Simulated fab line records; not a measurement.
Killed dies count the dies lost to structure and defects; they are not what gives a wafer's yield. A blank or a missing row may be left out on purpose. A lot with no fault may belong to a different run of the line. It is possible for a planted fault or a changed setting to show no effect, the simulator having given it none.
Comparing a struck lot with a sound one + flow rit_cmos + 39 out of 202 route steps
Sound: these wafers, L829.3, L829.5, L829.6. The struck wafers were L834.2, L834.3, L834.5. Last of all comes the cause.
Order at every step that has rows: each side's tool, ch and its chambers, its first start. Under that, the readings that differ: sound wafers + struck wafers + difference of the means + sigmas: that difference in standard deviations of wafers without a fault.
alike: a reading whose means differ by less than 2 such deviations, as well as words and numbers matching on both sides. not compared: withheld readings; readings where some wafer has no value; bounds like >300 that might hide an equal value; numbers whose values overlap and for which the record gives no deviation.
A row with sigmas, a row that says differs or no value, or rows on one side alone: a step with any of these is where the two part. When numbers do not overlap yet have no deviation, they are printed without sigmas and do not part them. A reading that every wafer of one side lacks parts them only if that side has two wafers or more.

first, 3 steps without rows for these wafers: RIT_GATE_EXPOSE_13 (exposes mask M6, target cd 150 nm); RIT_GATE_PEB_14; RIT_GATE_DEVELOP_15 (develop time 50 s).
RIT_GATE_CD_MEAS_16: the cd target is 150 nm.
  sound on cd_sem-01 at day 4 06:15; struck on cd_sem-01 at day 5 06:16
  alike: cd_nm
RIT_GATE_OVL_MEAS_17:
  sound on overlay-02 at day 4 06:20; struck on overlay-01 at day 5 06:22
  alike: GATE_OVL
then, 1 step without rows for these wafers: RIT_GATE_HARDBAKE_18 (time 60 s).
RIT_GATE_ETCH_19: etches poly-Si in SF6/CHF3/O2, stops on SiO2, time 165 s, target depth 312.5 nm.
  sound on rie_si-02 ch 0,1,3, day 4 06:31; struck on rie_si-01 ch 2,3, day 5 06:33
  alike: drypump_motor_current_A, oes_product_au, rf_fwd_power_W, throttle_valve_pct
  not compared: rf_hours_counter_h
RIT_GATE_STRIP_20: strips in O2, time 180 s.
  sound on plasma_asher-04 ch 0,1, day 4 06:41; struck on plasma_asher-04 ch 0,1, day 5 06:40
  alike: drypump_motor_current_A
  not compared: rf_hours_counter_h
RIT_GATE_CD_MEAS_90: the cd target is 150 nm.
  sound on cd_sem-01 at day 4 06:50; struck on cd_sem-01 at day 5 06:52
  alike: cd_nm
then, 3 steps without rows for these wafers: RIT_REOX_CLEAN_00 (cleans in SC1, time 600 s); RIT_REOX_CLEAN_01 (cleans in dHF, time 30 s); RIT_REOX_CLEAN_02 (cleans in SC2, time 600 s).
RIT_REOX_OXIDATION_03: target thk 25.2 nm, ox time 5580 s.
  sound on furnace-02 ch 0, day 4 07:17; struck on furnace-02 ch 0, day 5 07:29
| reading                                     | sound                | struck               | difference | sigmas      |
|---------------------------------------------|----------------------|----------------------|------------|-------------|
| spike_tc_centre_C (C)                       | 904.5 900.3 903.8    | 922.7 921.4 921.4    | +19.0      | +12         |
| spike_tc_load_C (C)                         | 927.5 927.8 928.8    | 948.9 948.9 949.8    | +21.2      | +8          |
| spike_tc_source_C (C)                       | 926.7 925.5 924.4    | 944.8 946.2 945.0    | +19.8      | +18         |
| tube_center_temp_C (C)                      | 900.01 900.02 900.04 | 920.07 919.98 919.95 | +19.98     | +99 or more |
| tube_center_temp_C_max                      | 902.2 902.4 902.8    | 922.3 922.4 922.4    | +19.9      | +49         |
| model.SiO2_of_REOX_OXIDATION_03.thk_nm (nm) | 26.3 26.35 25.95     | 31.32 31.47 31.42    | +5.20      |             |
  alike: zone_power_centre_pct
RIT_REOX_THK_MEAS_04:
  sound on film_metro-02 at day 4 09:51; struck on film_metro-01 at day 5 10:02
| reading             | sound          | struck         | difference | sigmas |
|---------------------|----------------|----------------|------------|--------|
| REOX_OXIDE_THK (nm) | 26.3 26.3 25.9 | 31.3 31.5 31.5 | +5.3       | +10    |
then, 6 steps without rows for these wafers: RIT_NLDD_HMDS_00 (prime time 60 s); RIT_NLDD_COAT_01 (resist thk 1000 nm); RIT_NLDD_SOFTBAKE_02 (time 60 s); RIT_NLDD_EXPOSE_03 (exposes mask M7, target cd 40700 nm); RIT_NLDD_PEB_04; RIT_NLDD_DEVELOP_05 (develop time 50 s).
RIT_NLDD_OVL_MEAS_06:
  sound on overlay-01 at day 4 10:56; struck on overlay-02 at day 5 11:11
| reading       | sound       | struck      | difference | sigmas |
|---------------|-------------|-------------|------------|--------|
| NLDD_OVL (nm) | 3.0 3.8 4.1 | 0.3 1.3 0.4 | -3.0       | -2     |
then, 2 steps without rows for these wafers: RIT_NLDD_HARDBAKE_07 (time 60 s); RIT_NLDD_IMPLANT_08.
RIT_NLDD_STRIP_09: strips in O2, time 180 s.
  sound on plasma_asher-02 ch 0,1, day 4 11:19; struck on plasma_asher-02 ch 0,1, day 5 11:31
  alike: drypump_motor_current_A
  not compared: rf_hours_counter_h
RIT_NLDD_TW_MEAS_10:
  sound on film_metro-03 at day 4 11:27; struck on film_metro-02 at day 5 11:42
  alike: NLDD_TW
then, 6 steps without rows for these wafers: RIT_PLDD_HMDS_00 (prime time 60 s); RIT_PLDD_COAT_01 (resist thk 1000 nm); RIT_PLDD_SOFTBAKE_02 (time 60 s); RIT_PLDD_EXPOSE_03 (exposes mask M8, target cd 40900 nm); RIT_PLDD_PEB_04; RIT_PLDD_DEVELOP_05 (develop time 50 s).
RIT_PLDD_OVL_MEAS_06:
  sound on overlay-01 at day 4 12:29; struck on overlay-01 at day 5 12:37
  alike: PLDD_OVL
then, 2 steps without rows for these wafers: RIT_PLDD_HARDBAKE_07 (time 60 s); RIT_PLDD_IMPLANT_08.
RIT_PLDD_STRIP_09: strips in O2, time 180 s.
  sound on plasma_asher-01 ch 0,1, day 4 12:52; struck on plasma_asher-04 ch 0,1, day 5 12:56
  alike: drypump_motor_current_A
  not compared: rf_hours_counter_h
RIT_PLDD_TW_MEAS_10:
  sound on film_metro-04 at day 4 12:59; struck on film_metro-03 at day 5 13:07
  alike: PLDD_TW
RIT_SPACER_CLEAN_00: cleans in SC1, time 600 s.
  sound on wet_bench-03 ch 2, day 4 13:02; struck on wet_bench-03 ch 0, day 5 13:10
| reading                                     | sound            | struck            | difference | sigmas |
|---------------------------------------------|------------------|-------------------|------------|--------|
| model.SiO2_of_REOX_OXIDATION_03.thk_nm (nm) | 24.24 24.3 23.94 | 28.87 29.02 28.98 | +4.80      |        |
  alike: temp_c
then, 1 step without rows for these wafers: RIT_SPACER_CLEAN_01 (cleans in dHF, time 30 s).
RIT_M1_PROBE_99:
  sound on prober-01 at day 5 02:13; struck on prober-02 at day 6 05:40
| reading                             | sound             | struck            | difference | sigmas |
|-------------------------------------|-------------------|-------------------|------------|--------|
| model.etest.pmos_turned.r_on_ohm_um | 3672 3708 3615    | 5835 6179 5919    | +2313      |        |
| model.etest.pmos_0p3.r_on_ohm_um    | 6482 6484 6537    | 7304 7495 7342    | +879       |        |
| model.etest.pmos_0p15.r_on_ohm_um   | 2938 2935 2856    | 3707 3791 3725    | +831       |        |
| model.etest.pldd.rs_ohm_sq          | 560.1 562.6 534.3 | 1054 1079 1062    | +513       |        |
| model.etest.nmos_0p3.r_on_ohm_um    | 2186 2203 2193    | 2478 2559 2487    | +314       |        |
| model.etest.nmos_0p15.r_on_ohm_um   | 1145 1169 1118    | 1425 1483 1446    | +307       |        |
| model.etest.pldd.line_ohm_um        | 175.9 178.2 166.7 | 333.2 345.8 334.4 | +164.2     |        |
| model.etest.nldd.rs_ohm_sq          | 391.4 389.4 381   | 570.8 584.2 570.5 | +187.9     |        |
  alike: killed_at_contacts, killed_at_front_end, killed_dies, killed_on_rim, killed_open, killed_short

== WHERE THEY PART ==
Earliest at RIT_REOX_OXIDATION_03; latest, in this record, at RIT_NLDD_OVL_MEAS_06. Later steps at which nothing parts them and some readings are alike: RIT_NLDD_STRIP_09, RIT_NLDD_TW_MEAS_10, RIT_PLDD_OVL_MEAS_06, RIT_PLDD_STRIP_09, RIT_PLDD_TW_MEAS_10, RIT_SPACER_CLEAN_00, RIT_M1_PROBE_99.

WHY: the cause the simulator had injected
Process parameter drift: furnace-02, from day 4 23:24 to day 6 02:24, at RIT_REOX_OXIDATION_03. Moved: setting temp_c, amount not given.
